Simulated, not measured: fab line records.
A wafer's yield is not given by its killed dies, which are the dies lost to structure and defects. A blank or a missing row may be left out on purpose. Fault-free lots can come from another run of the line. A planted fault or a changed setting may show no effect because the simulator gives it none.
fab line records || flow berkeley_cmos170 || part 2 of 2: steps 26 to 35 of 35
record: {"lots": 5, "wafers": 15, "last_day": 12}
route steps=331 shown START@4 ZERO@6 NWELL@14 PWELL@34
lots with no fault: from the same line, run without faults
start_h: the number of hours between the record's first day and the start of the first shown wafer of the lot || wait_h: how many hours have passed since the lot's step before this one || " the same as in the row above || L1.1+2: a single row standing in for several wafers || - either no value or no given start || * or withheld: withheld || < > ~ a bound
route shown NAME@n: NAME is a module with steps in the file, n the number in the route of the first one || usual: mean and standard deviation over wafers with no fault || same: alike in all rows || chamber/n: place in a boat || sites: the reading at each site || _std_site: standard deviation across them || _edge_site: inner sites' mean taken away from outer sites' mean || radius_mm: how far each site lies from the wafer's centre || mask NAME#n: copy n || behind: the tool/chamber that last shaped the wafer || hold: reason for holding the lot/hours on hold/outcome of the hold || device: the n, p or np transistor that did not switch || end of line: the tests these same wafers got at the end of their route || step lacking rows: just its recipe || killed: the dies lost at the first sort to structure and to defects; this is not the yield of the wafer || map: the dies of a wafer, with x for killed, . for not killed, _ for no die there
set.NAME: the setting that was run; set.NAME@STEP: the one run at that earlier step || model.NAME: the simulator's own value behind a step, which no gauge read
certain route steps with their lots: each step a table, each wafer a row
services: from which hour (start_h, from the record's first day; less than 0 if before it) a tool's chamber was out of use, for how many hours, and why
== steps ==
step: UCB170_NWELL_STRIP_15
recipe: {"chemistry": "O2", "power_w": 400, "pressure_mtorr": 3500, "platen_temp_c": "withheld", "o2_flow_sccm": 400, "overash_fraction": 0.5}
usual: {"drypump_motor_current_A": "5.8/0.45", "oes_product_au": "0.721/0.0048", "strip_time_to_endpoint_s": "17.97/0.071"}
{"lot.wafer": "L082.4", "tool": "plasma_asher-01", "chamber": 1, "start_h": 76.31, "wait_h": 0.1, "drypump_motor_current_A": 6.1, "oes_product_au": 0.734, "rf_hours_counter_h": "-", "strip_time_to_endpoint_s": 17.94}
{"lot.wafer": "L082.5", "tool": "plasma_asher-01", "chamber": 0, "start_h": 76.31, "wait_h": 0.1, "drypump_motor_current_A": 6.3, "oes_product_au": 0.728, "rf_hours_counter_h": "-", "strip_time_to_endpoint_s": 17.97}
{"lot.wafer": "L082.6", "tool": "plasma_asher-01", "chamber": 1, "start_h": 76.31, "wait_h": 0.1, "drypump_motor_current_A": 6.1, "oes_product_au": 0.718, "rf_hours_counter_h": "-", "strip_time_to_endpoint_s": 17.85}
{"lot.wafer": "L084.1", "tool": "plasma_asher-01", "chamber": 1, "start_h": 81.88, "wait_h": 0.1, "drypump_motor_current_A": 6.1, "oes_product_au": 0.722, "rf_hours_counter_h": 29, "strip_time_to_endpoint_s": 17.91}
{"lot.wafer": "L084.2", "tool": "plasma_asher-01", "chamber": 0, "start_h": 81.88, "wait_h": 0.1, "drypump_motor_current_A": 6.3, "oes_product_au": 0.718, "rf_hours_counter_h": 29, "strip_time_to_endpoint_s": 17.77}
{"lot.wafer": "L084.3", "tool": "plasma_asher-01", "chamber": 0, "start_h": 81.88, "wait_h": 0.1, "drypump_motor_current_A": 6.3, "oes_product_au": 0.720, "rf_hours_counter_h": "-", "strip_time_to_endpoint_s": 17.86}
{"lot.wafer": "L085.1", "tool": "plasma_asher-03", "chamber": 1, "start_h": 93.80, "wait_h": 0.2, "drypump_motor_current_A": 6.4, "oes_product_au": 0.721, "rf_hours_counter_h": 31, "strip_time_to_endpoint_s": 17.98}
{"lot.wafer": "L085.2", "tool": "plasma_asher-03", "chamber": 0, "start_h": 93.80, "wait_h": 0.2, "drypump_motor_current_A": 5.2, "oes_product_au": 0.716, "rf_hours_counter_h": 31, "strip_time_to_endpoint_s": 17.94}
{"lot.wafer": "L085.3", "tool": "plasma_asher-03", "chamber": 1, "start_h": 93.80, "wait_h": 0.2, "drypump_motor_current_A": 6.4, "oes_product_au": 0.715, "rf_hours_counter_h": "-", "strip_time_to_endpoint_s": 17.93}
{"lot.wafer": "L089.2", "tool": "plasma_asher-04", "chamber": 0, "start_h": 107.83, "wait_h": 0.1, "drypump_motor_current_A": 5.6, "oes_product_au": 0.724, "rf_hours_counter_h": 36, "strip_time_to_endpoint_s": 17.86}
{"lot.wafer": "L089.3", "tool": "plasma_asher-04", "chamber": 1, "start_h": 107.83, "wait_h": 0.1, "drypump_motor_current_A": 5.5, "oes_product_au": 0.720, "rf_hours_counter_h": "-", "strip_time_to_endpoint_s": 17.95}
{"lot.wafer": "L089.5", "tool": "plasma_asher-04", "chamber": 1, "start_h": 107.83, "wait_h": 0.1, "drypump_motor_current_A": 5.5, "oes_product_au": 0.721, "rf_hours_counter_h": "-", "strip_time_to_endpoint_s": 17.88}
{"lot.wafer": "L090.1", "tool": "plasma_asher-01", "chamber": 1, "start_h": 117.87, "wait_h": 0.1, "drypump_motor_current_A": 6.0, "oes_product_au": 0.715, "rf_hours_counter_h": 0, "strip_time_to_endpoint_s": 18.00}
{"lot.wafer": "L090.3", "tool": "plasma_asher-01", "chamber": 1, "start_h": 117.87, "wait_h": 0.1, "drypump_motor_current_A": 6.0, "oes_product_au": 0.719, "rf_hours_counter_h": "-", "strip_time_to_endpoint_s": 17.92}
{"lot.wafer": "L090.6", "tool": "plasma_asher-01", "chamber": 0, "start_h": 117.87, "wait_h": 0.1, "drypump_motor_current_A": 6.3, "oes_product_au": 0.728, "rf_hours_counter_h": "-", "strip_time_to_endpoint_s": 18.03}
step: UCB170_NWELL_TW_MEAS_16
usual: {"NWELL_TW": "1241/9.6"}
{"lot.wafer": "L082.4", "tool": "film_metro-01", "chamber": "-", "start_h": 76.40, "wait_h": 0.1, "NWELL_TW": 1233}
{"lot.wafer": "L082.5", "tool": "film_metro-01", "chamber": "-", "start_h": 76.40, "wait_h": 0.1, "NWELL_TW": 1239}
{"lot.wafer": "L082.6", "tool": "film_metro-01", "chamber": "-", "start_h": 76.40, "wait_h": 0.1, "NWELL_TW": 1240}
{"lot.wafer": "L084.1", "tool": "film_metro-01", "chamber": "-", "start_h": 81.98, "wait_h": 0.1, "NWELL_TW": 1243}
{"lot.wafer": "L084.2", "tool": "film_metro-01", "chamber": "-", "start_h": 81.98, "wait_h": 0.1, "NWELL_TW": 1242}
{"lot.wafer": "L084.3", "tool": "film_metro-01", "chamber": "-", "start_h": 81.98, "wait_h": 0.1, "NWELL_TW": 1241}
{"lot.wafer": "L085.1", "tool": "film_metro-02", "chamber": "-", "start_h": 93.90, "wait_h": 0.1, "NWELL_TW": 1237}
{"lot.wafer": "L085.2", "tool": "film_metro-02", "chamber": "-", "start_h": 93.90, "wait_h": 0.1, "NWELL_TW": 1237}
{"lot.wafer": "L085.3", "tool": "film_metro-02", "chamber": "-", "start_h": 93.90, "wait_h": 0.1, "NWELL_TW": 1232}
{"lot.wafer": "L089.2", "tool": "film_metro-03", "chamber": "-", "start_h": 107.94, "wait_h": 0.1, "NWELL_TW": 1253}
{"lot.wafer": "L089.3", "tool": "film_metro-03", "chamber": "-", "start_h": 107.94, "wait_h": 0.1, "NWELL_TW": 1258}
{"lot.wafer": "L089.5", "tool": "film_metro-03", "chamber": "-", "start_h": 107.94, "wait_h": 0.1, "NWELL_TW": 1256}
{"lot.wafer": "L090.1", "tool": "film_metro-01", "chamber": "-", "start_h": 117.97, "wait_h": 0.1, "NWELL_TW": 1247}
{"lot.wafer": "L090.3", "tool": "film_metro-01", "chamber": "-", "start_h": 117.97, "wait_h": 0.1, "NWELL_TW": 1239}
{"lot.wafer": "L090.6", "tool": "film_metro-01", "chamber": "-", "start_h": 117.97, "wait_h": 0.1, "NWELL_TW": 1241}
step: UCB170_NWELL_CLEAN_17
recipe: {"chemistry": "SPM", "temp_c": 120, "time_s": 600}
usual: {"bath_heat_duty_pct": "14.1/1.3"}
same: {"time_s": 600}
{"lot.wafer": "L082.4", "tool": "wet_bench-02", "chamber": 1, "start_h": 76.50, "wait_h": 0.1, "bath_heat_duty_pct": 13.1}
{"lot.wafer": "L082.5", "tool": "wet_bench-02", "chamber": 1, "start_h": 76.50, "wait_h": 0.1, "bath_heat_duty_pct": 14.0}
{"lot.wafer": "L082.6", "tool": "wet_bench-02", "chamber": 1, "start_h": 76.50, "wait_h": 0.1, "bath_heat_duty_pct": 13.4}
{"lot.wafer": "L084.1", "tool": "wet_bench-03", "chamber": 0, "start_h": 82.04, "wait_h": 0.1, "bath_heat_duty_pct": 15.0}
{"lot.wafer": "L084.2", "tool": "wet_bench-03", "chamber": 0, "start_h": 82.04, "wait_h": 0.1, "bath_heat_duty_pct": 14.1}
{"lot.wafer": "L084.3", "tool": "wet_bench-03", "chamber": 0, "start_h": 82.04, "wait_h": 0.1, "bath_heat_duty_pct": 14.8}
{"lot.wafer": "L085.1", "tool": "wet_bench-03", "chamber": 3, "start_h": 93.96, "wait_h": 0.1, "bath_heat_duty_pct": 12.9}
{"lot.wafer": "L085.2", "tool": "wet_bench-03", "chamber": 3, "start_h": 93.96, "wait_h": 0.1, "bath_heat_duty_pct": 14.6}
{"lot.wafer": "L085.3", "tool": "wet_bench-03", "chamber": 3, "start_h": 93.96, "wait_h": 0.1, "bath_heat_duty_pct": 14.2}
{"lot.wafer": "L089.2", "tool": "wet_bench-01", "chamber": 0, "start_h": 107.99, "wait_h": 0.0, "bath_heat_duty_pct": 16.7}
{"lot.wafer": "L089.3", "tool": "wet_bench-01", "chamber": 0, "start_h": 107.99, "wait_h": 0.0, "bath_heat_duty_pct": 16.5}
{"lot.wafer": "L089.5", "tool": "wet_bench-01", "chamber": 0, "start_h": 107.99, "wait_h": 0.0, "bath_heat_duty_pct": 15.1}
{"lot.wafer": "L090.1", "tool": "wet_bench-02", "chamber": 2, "start_h": 118.03, "wait_h": 0.1, "bath_heat_duty_pct": 15.3}
{"lot.wafer": "L090.3", "tool": "wet_bench-02", "chamber": 2, "start_h": 118.03, "wait_h": 0.1, "bath_heat_duty_pct": 14.2}
{"lot.wafer": "L090.6", "tool": "wet_bench-02", "chamber": 2, "start_h": 118.03, "wait_h": 0.1, "bath_heat_duty_pct": 15.4}
step: UCB170_NWELL_WET_ETCH_18
recipe: {"chemistry": "H3PO4", "target": "Si3N4", "temp_c": 160, "time_s": 14400}
usual: {"bath_heat_duty_pct": "27.1/2.8"}
same: {"time_s": 14400}
{"lot.wafer": "L082.4", "tool": "wet_bench-02", "chamber": 1, "start_h": 77.03, "wait_h": 0.3, "bath_heat_duty_pct": 25.4}
{"lot.wafer": "L082.5", "tool": "wet_bench-02", "chamber": 1, "start_h": 77.03, "wait_h": 0.3, "bath_heat_duty_pct": 26.9}
{"lot.wafer": "L082.6", "tool": "wet_bench-02", "chamber": 1, "start_h": 77.03, "wait_h": 0.3, "bath_heat_duty_pct": 25.0}
{"lot.wafer": "L084.1", "tool": "wet_bench-01", "chamber": 0, "start_h": 82.21, "wait_h": 0.0, "bath_heat_duty_pct": 29.3}
{"lot.wafer": "L084.2", "tool": "wet_bench-01", "chamber": 0, "start_h": 82.21, "wait_h": 0.0, "bath_heat_duty_pct": 31.3}
{"lot.wafer": "L084.3", "tool": "wet_bench-01", "chamber": 0, "start_h": 82.21, "wait_h": 0.0, "bath_heat_duty_pct": 31.6}
{"lot.wafer": "L085.1", "tool": "wet_bench-03", "chamber": 2, "start_h": 94.14, "wait_h": 0.0, "bath_heat_duty_pct": 26.8}
{"lot.wafer": "L085.2", "tool": "wet_bench-03", "chamber": 2, "start_h": 94.14, "wait_h": 0.0, "bath_heat_duty_pct": 30.7}
{"lot.wafer": "L085.3", "tool": "wet_bench-03", "chamber": 2, "start_h": 94.14, "wait_h": 0.0, "bath_heat_duty_pct": 28.3}
{"lot.wafer": "L089.2", "tool": "wet_bench-02", "chamber": 1, "start_h": 108.17, "wait_h": 0.0, "bath_heat_duty_pct": 24.5}
{"lot.wafer": "L089.3", "tool": "wet_bench-02", "chamber": 1, "start_h": 108.17, "wait_h": 0.0, "bath_heat_duty_pct": 24.8}
{"lot.wafer": "L089.5", "tool": "wet_bench-02", "chamber": 1, "start_h": 108.17, "wait_h": 0.0, "bath_heat_duty_pct": 25.5}
{"lot.wafer": "L090.1", "tool": "wet_bench-02", "chamber": 2, "start_h": 118.38, "wait_h": 0.0, "bath_heat_duty_pct": 29.2}
{"lot.wafer": "L090.3", "tool": "wet_bench-02", "chamber": 2, "start_h": 118.38, "wait_h": 0.0, "bath_heat_duty_pct": 29.7}
{"lot.wafer": "L090.6", "tool": "wet_bench-02", "chamber": 2, "start_h": 118.38, "wait_h": 0.0, "bath_heat_duty_pct": 32.7}
step: UCB170_NWELL_WET_ETCH_19
recipe: {"chemistry": "BOE", "dilution": "5:1", "target": "SiO2", "temp_c": 25, "time_s": 22}
usual: {"bath_heat_duty_pct": "6.3/0.71"}
same: {"time_s": 22}
{"lot.wafer": "L082.4", "tool": "wet_bench-01", "chamber": 1, "start_h": 81.03, "wait_h": 0.0, "bath_heat_duty_pct": 5.4}
{"lot.wafer": "L082.5", "tool": "wet_bench-01", "chamber": 1, "start_h": 81.03, "wait_h": 0.0, "bath_heat_duty_pct": 5.4}
{"lot.wafer": "L082.6", "tool": "wet_bench-01", "chamber": 1, "start_h": 81.03, "wait_h": 0.0, "bath_heat_duty_pct": 5.4}
{"lot.wafer": "L084.1", "tool": "wet_bench-03", "chamber": 3, "start_h": 86.22, "wait_h": 0.0, "bath_heat_duty_pct": 8.2}
{"lot.wafer": "L084.2", "tool": "wet_bench-03", "chamber": 3, "start_h": 86.22, "wait_h": 0.0, "bath_heat_duty_pct": 6.9}
{"lot.wafer": "L084.3", "tool": "wet_bench-03", "chamber": 3, "start_h": 86.22, "wait_h": 0.0, "bath_heat_duty_pct": 7.8}
{"lot.wafer": "L085.1", "tool": "wet_bench-02", "chamber": 3, "start_h": 98.15, "wait_h": 0.0, "bath_heat_duty_pct": 5.6}
{"lot.wafer": "L085.2", "tool": "wet_bench-02", "chamber": 3, "start_h": 98.15, "wait_h": 0.0, "bath_heat_duty_pct": 5.8}
{"lot.wafer": "L085.3", "tool": "wet_bench-02", "chamber": 3, "start_h": 98.15, "wait_h": 0.0, "bath_heat_duty_pct": 6.2}
{"lot.wafer": "L089.2", "tool": "wet_bench-02", "chamber": 0, "start_h": 112.53, "wait_h": 0.3, "bath_heat_duty_pct": 5.2}
{"lot.wafer": "L089.3", "tool": "wet_bench-02", "chamber": 0, "start_h": 112.53, "wait_h": 0.3, "bath_heat_duty_pct": 4.8}
{"lot.wafer": "L089.5", "tool": "wet_bench-02", "chamber": 0, "start_h": 112.53, "wait_h": 0.3, "bath_heat_duty_pct": 5.1}
{"lot.wafer": "L090.1", "tool": "wet_bench-03", "chamber": 2, "start_h": 126.40, "wait_h": 0.0, "bath_heat_duty_pct": 6.0}
{"lot.wafer": "L090.3", "tool": "wet_bench-03", "chamber": 2, "start_h": 126.40, "wait_h": 0.0, "bath_heat_duty_pct": 6.9}
{"lot.wafer": "L090.6", "tool": "wet_bench-03", "chamber": 2, "start_h": 126.40, "wait_h": 0.0, "bath_heat_duty_pct": 6.9}
step: UCB170_PWELL_CLEAN_00
recipe: {"chemistry": "SPM", "temp_c": 120, "time_s": 600}
usual: {"bath_heat_duty_pct": "13.2/1.7"}
same: {"time_s": 600}
{"lot.wafer": "L082.4", "tool": "wet_bench-02", "chamber": 3, "start_h": 81.05, "wait_h": 0.0, "bath_heat_duty_pct": 12.9}
{"lot.wafer": "L082.5", "tool": "wet_bench-02", "chamber": 3, "start_h": 81.05, "wait_h": 0.0, "bath_heat_duty_pct": 12.2}
{"lot.wafer": "L082.6", "tool": "wet_bench-02", "chamber": 3, "start_h": 81.05, "wait_h": 0.0, "bath_heat_duty_pct": 13.2}
{"lot.wafer": "L084.1", "tool": "wet_bench-02", "chamber": 3, "start_h": 86.23, "wait_h": 0.0, "bath_heat_duty_pct": 11.5}
{"lot.wafer": "L084.2", "tool": "wet_bench-02", "chamber": 3, "start_h": 86.23, "wait_h": 0.0, "bath_heat_duty_pct": 12.6}
{"lot.wafer": "L084.3", "tool": "wet_bench-02", "chamber": 3, "start_h": 86.23, "wait_h": 0.0, "bath_heat_duty_pct": 12.7}
{"lot.wafer": "L085.1", "tool": "wet_bench-03", "chamber": 1, "start_h": 98.16, "wait_h": 0.0, "bath_heat_duty_pct": 14.5}
{"lot.wafer": "L085.2", "tool": "wet_bench-03", "chamber": 1, "start_h": 98.16, "wait_h": 0.0, "bath_heat_duty_pct": 14.4}
{"lot.wafer": "L085.3", "tool": "wet_bench-03", "chamber": 1, "start_h": 98.16, "wait_h": 0.0, "bath_heat_duty_pct": 14.7}
{"lot.wafer": "L089.2", "tool": "wet_bench-02", "chamber": 0, "start_h": 112.56, "wait_h": 0.0, "bath_heat_duty_pct": 10.8}
{"lot.wafer": "L089.3", "tool": "wet_bench-02", "chamber": 0, "start_h": 112.56, "wait_h": 0.0, "bath_heat_duty_pct": 10.2}
{"lot.wafer": "L089.5", "tool": "wet_bench-02", "chamber": 0, "start_h": 112.56, "wait_h": 0.0, "bath_heat_duty_pct": 11.9}
{"lot.wafer": "L090.1", "tool": "wet_bench-02", "chamber": 0, "start_h": 126.42, "wait_h": 0.0, "bath_heat_duty_pct": 12.5}
{"lot.wafer": "L090.3", "tool": "wet_bench-02", "chamber": 0, "start_h": 126.42, "wait_h": 0.0, "bath_heat_duty_pct": 10.7}
{"lot.wafer": "L090.6", "tool": "wet_bench-02", "chamber": 0, "start_h": 126.42, "wait_h": 0.0, "bath_heat_duty_pct": 9.6}
step: UCB170_PWELL_CLEAN_01
recipe: {"chemistry": "dHF", "dilution": "25:1", "time_s": 60}
same: {"time_s": 60}
{"lot.wafer": "L082.4+5+6", "tool": "wet_bench-03", "chamber": 1, "start_h": 81.22, "wait_h": 0.0}
{"lot.wafer": "L084.1+2+3", "tool": "wet_bench-03", "chamber": 3, "start_h": 86.41, "wait_h": 0.0}
{"lot.wafer": "L085.1+2+3", "tool": "wet_bench-01", "chamber": 1, "start_h": 98.55, "wait_h": 0.2}
{"lot.wafer": "L089.2+3+5", "tool": "wet_bench-03", "chamber": 3, "start_h": 112.91, "wait_h": 0.0}
{"lot.wafer": "L090.1+3+6", "tool": "wet_bench-03", "chamber": 2, "start_h": 126.89, "wait_h": 0.1}
step: UCB170_PWELL_OXIDATION_02
recipe: {"temp_c": 996.7, "ambient": "O2", "target_thk_a": 264, "ox_time_s": 1260}
usual: {"tube_center_temp_C": "996.7/0.086"}
{"lot.wafer": "L082.4", "tool": "furnace-02", "chamber": 0, "start_h": 86.72, "wait_h": 5.5, "tube_center_temp_C": 996.73}
{"lot.wafer": "L082.5", "tool": "furnace-02", "chamber": 0, "start_h": 86.72, "wait_h": 5.5, "tube_center_temp_C": 996.77}
{"lot.wafer": "L082.6", "tool": "furnace-02", "chamber": 0, "start_h": 86.72, "wait_h": 5.5, "tube_center_temp_C": 996.66}
{"lot.wafer": "L084.1", "tool": "furnace-02", "chamber": 0, "start_h": 86.72, "wait_h": 0.3, "tube_center_temp_C": 996.75}
{"lot.wafer": "L084.2", "tool": "furnace-02", "chamber": 0, "start_h": 86.72, "wait_h": 0.3, "tube_center_temp_C": 996.59}
{"lot.wafer": "L084.3", "tool": "furnace-02", "chamber": 0, "start_h": 86.72, "wait_h": 0.3, "tube_center_temp_C": 996.82}
{"lot.wafer": "L085.1", "tool": "furnace-01", "chamber": 0, "start_h": 99.66, "wait_h": 1.1, "tube_center_temp_C": 996.74}
{"lot.wafer": "L085.2", "tool": "furnace-01", "chamber": 0, "start_h": 99.66, "wait_h": 1.1, "tube_center_temp_C": 996.76}
{"lot.wafer": "L085.3", "tool": "furnace-01", "chamber": 0, "start_h": 99.66, "wait_h": 1.1, "tube_center_temp_C": 996.6}
{"lot.wafer": "L089.2", "tool": "furnace-02", "chamber": 0, "start_h": 117.50, "wait_h": 4.6, "tube_center_temp_C": 996.64}
{"lot.wafer": "L089.3", "tool": "furnace-02", "chamber": 0, "start_h": 117.50, "wait_h": 4.6, "tube_center_temp_C": 996.62}
{"lot.wafer": "L089.5", "tool": "furnace-02", "chamber": 0, "start_h": 117.50, "wait_h": 4.6, "tube_center_temp_C": 996.63}
{"lot.wafer": "L090.1", "tool": "furnace-04", "chamber": 0, "start_h": 130.37, "wait_h": 3.5, "tube_center_temp_C": 996.71}
{"lot.wafer": "L090.3", "tool": "furnace-04", "chamber": 0, "start_h": 130.37, "wait_h": 3.5, "tube_center_temp_C": 996.77}
{"lot.wafer": "L090.6", "tool": "furnace-04", "chamber": 0, "start_h": 130.37, "wait_h": 3.5, "tube_center_temp_C": 996.74}
step: UCB170_PWELL_THK_MEAS_03
recipe: {"reads": "SiO2_of_PWELL_OXIDATION_02"}
usual: {"PWELL_OXIDE_THK": "25.6/0.63"}
{"lot.wafer": "L082.4", "tool": "film_metro-04", "chamber": "-", "start_h": 88.10, "wait_h": 0.0, "PWELL_OXIDE_THK[nm]": 26.1}
{"lot.wafer": "L082.5", "tool": "film_metro-04", "chamber": "-", "start_h": 88.10, "wait_h": 0.0, "PWELL_OXIDE_THK[nm]": 26.1}
{"lot.wafer": "L082.6", "tool": "film_metro-04", "chamber": "-", "start_h": 88.10, "wait_h": 0.0, "PWELL_OXIDE_THK[nm]": 26.5}
{"lot.wafer": "L084.1", "tool": "film_metro-03", "chamber": "-", "start_h": 88.13, "wait_h": 0.1, "PWELL_OXIDE_THK[nm]": 26.3}
{"lot.wafer": "L084.2", "tool": "film_metro-03", "chamber": "-", "start_h": 88.13, "wait_h": 0.1, "PWELL_OXIDE_THK[nm]": 26.0}
{"lot.wafer": "L084.3", "tool": "film_metro-03", "chamber": "-", "start_h": 88.13, "wait_h": 0.1, "PWELL_OXIDE_THK[nm]": 26.0}
{"lot.wafer": "L085.1", "tool": "film_metro-04", "chamber": "-", "start_h": 101.01, "wait_h": 0.0, "PWELL_OXIDE_THK[nm]": 25.9}
{"lot.wafer": "L085.2", "tool": "film_metro-04", "chamber": "-", "start_h": 101.01, "wait_h": 0.0, "PWELL_OXIDE_THK[nm]": 25.9}
{"lot.wafer": "L085.3", "tool": "film_metro-04", "chamber": "-", "start_h": 101.01, "wait_h": 0.0, "PWELL_OXIDE_THK[nm]": 25.9}
{"lot.wafer": "L089.2", "tool": "film_metro-02", "chamber": "-", "start_h": 118.86, "wait_h": 0.0, "PWELL_OXIDE_THK[nm]": 26.4}
{"lot.wafer": "L089.3", "tool": "film_metro-02", "chamber": "-", "start_h": 118.86, "wait_h": 0.0, "PWELL_OXIDE_THK[nm]": 26.1}
{"lot.wafer": "L089.5", "tool": "film_metro-02", "chamber": "-", "start_h": 118.86, "wait_h": 0.0, "PWELL_OXIDE_THK[nm]": 26.5}
{"lot.wafer": "L090.1", "tool": "film_metro-02", "chamber": "-", "start_h": 131.72, "wait_h": 0.0, "PWELL_OXIDE_THK[nm]": 25.3}
{"lot.wafer": "L090.3", "tool": "film_metro-02", "chamber": "-", "start_h": 131.72, "wait_h": 0.0, "PWELL_OXIDE_THK[nm]": 25.0}
{"lot.wafer": "L090.6", "tool": "film_metro-02", "chamber": "-", "start_h": 131.72, "wait_h": 0.0, "PWELL_OXIDE_THK[nm]": 25.0}
step: UCB170_PWELL_ANNEAL_04
recipe: {"temp_c": 1000, "time_s": 900, "ambient": "N2"}
usual: {"tube_center_temp_C": "999.99/0.095"}
same: {"time_s": 900}
{"lot.wafer": "L082.4", "tool": "furnace-04", "chamber": 0, "start_h": 93.02, "wait_h": 4.9, "tube_center_temp_C": 1000}
{"lot.wafer": "L082.5", "tool": "furnace-04", "chamber": 0, "start_h": 93.02, "wait_h": 4.9, "tube_center_temp_C": 1000}
{"lot.wafer": "L082.6", "tool": "furnace-04", "chamber": 0, "start_h": 93.02, "wait_h": 4.9, "tube_center_temp_C": 1000.2}
{"lot.wafer": "L084.1", "tool": "furnace-04", "chamber": 0, "start_h": 93.02, "wait_h": 4.9, "tube_center_temp_C": 1000.1}
{"lot.wafer": "L084.2", "tool": "furnace-04", "chamber": 0, "start_h": 93.02, "wait_h": 4.9, "tube_center_temp_C": 999.83}
{"lot.wafer": "L084.3", "tool": "furnace-04", "chamber": 0, "start_h": 93.02, "wait_h": 4.9, "tube_center_temp_C": 999.97}
{"lot.wafer": "L085.1", "tool": "furnace-04", "chamber": 0, "start_h": 102.14, "wait_h": 1.1, "tube_center_temp_C": 1000}
{"lot.wafer": "L085.2", "tool": "furnace-04", "chamber": 0, "start_h": 102.14, "wait_h": 1.1, "tube_center_temp_C": 999.85}
{"lot.wafer": "L085.3", "tool": "furnace-04", "chamber": 0, "start_h": 102.14, "wait_h": 1.1, "tube_center_temp_C": 999.97}
{"lot.wafer": "L089.2", "tool": "furnace-04", "chamber": 0, "start_h": 123.25, "wait_h": 4.4, "tube_center_temp_C": 1000}
{"lot.wafer": "L089.3", "tool": "furnace-04", "chamber": 0, "start_h": 123.25, "wait_h": 4.4, "tube_center_temp_C": 999.94}
{"lot.wafer": "L089.5", "tool": "furnace-04", "chamber": 0, "start_h": 123.25, "wait_h": 4.4, "tube_center_temp_C": 999.91}
{"lot.wafer": "L090.1", "tool": "furnace-01", "chamber": 0, "start_h": 137.26, "wait_h": 5.5, "tube_center_temp_C": 999.86}
{"lot.wafer": "L090.3", "tool": "furnace-01", "chamber": 0, "start_h": 137.26, "wait_h": 5.5, "tube_center_temp_C": 999.92}
{"lot.wafer": "L090.6", "tool": "furnace-01", "chamber": 0, "start_h": 137.26, "wait_h": 5.5, "tube_center_temp_C": 999.91}
== services ==
{"tool": "implanter-04", "chamber": "-", "start_h": 36.33, "hours": 2.9, "kind": "pm"}
{"tool": "furnace-04", "chamber": "-", "start_h": 37.10, "hours": 2.8, "kind": "pm"}
{"tool": "rie_diel-02", "chamber": 2, "start_h": 41.30, "hours": 41.2, "kind": "repair"}
{"tool": "krf_scanner-02", "chamber": "-", "start_h": 44.94, "hours": 1.3, "kind": "pm"}
{"tool": "rie_diel-01", "chamber": 1, "start_h": 46.24, "hours": 3.7, "kind": "repair"}
{"tool": "furnace-02", "chamber": "-", "start_h": 50.08, "hours": 4.4, "kind": "pm"}
{"tool": "rie_diel-02", "chamber": "-", "start_h": 50.69, "hours": 28.1, "kind": "pm"}
{"tool": "plasma_asher-03", "chamber": "-", "start_h": 50.85, "hours": 2.8, "kind": "pm"}
{"tool": "rie_diel-03", "chamber": 3, "start_h": 51.59, "hours": 5.4, "kind": "repair"}
{"tool": "wet_bench-01", "chamber": "-", "start_h": 66.48, "hours": 2.6, "kind": "repair"}
{"tool": "furnace-02", "chamber": "-", "start_h": 80.86, "hours": 3.1, "kind": "pm"}
{"tool": "krf_scanner-01", "chamber": "-", "start_h": 86.23, "hours": 2.6, "kind": "repair"}
{"tool": "krf_scanner-02", "chamber": "-", "start_h": 90.24, "hours": 1.0, "kind": "pm"}
{"tool": "rie_diel-02", "chamber": 0, "start_h": 108.26, "hours": 10.0, "kind": "repair"}
{"tool": "plasma_asher-01", "chamber": "-", "start_h": 108.75, "hours": 9.0, "kind": "pm"}
{"tool": "krf_scanner-01", "chamber": "-", "start_h": 110.38, "hours": 0.8, "kind": "pm"}
{"tool": "plasma_asher-03", "chamber": "-", "start_h": 114.89, "hours": 1.6, "kind": "repair"}
{"tool": "implanter-04", "chamber": "-", "start_h": 116.16, "hours": 17.5, "kind": "repair"}
{"tool": "krf_scanner-02", "chamber": "-", "start_h": 117.25, "hours": 0.3, "kind": "repair"}
{"tool": "krf_scanner-01", "chamber": "-", "start_h": 117.68, "hours": 4.0, "kind": "pm"}
{"tool": "rie_diel-03", "chamber": 1, "start_h": 122.12, "hours": 5.5, "kind": "repair"}
{"tool": "krf_scanner-02", "chamber": "-", "start_h": 124.73, "hours": 0.8, "kind": "pm"}
{"tool": "krf_scanner-01", "chamber": "-", "start_h": 136.18, "hours": 1.3, "kind": "pm"}
{"tool": "rie_diel-02", "chamber": 1, "start_h": 136.39, "hours": 3.4, "kind": "repair"}
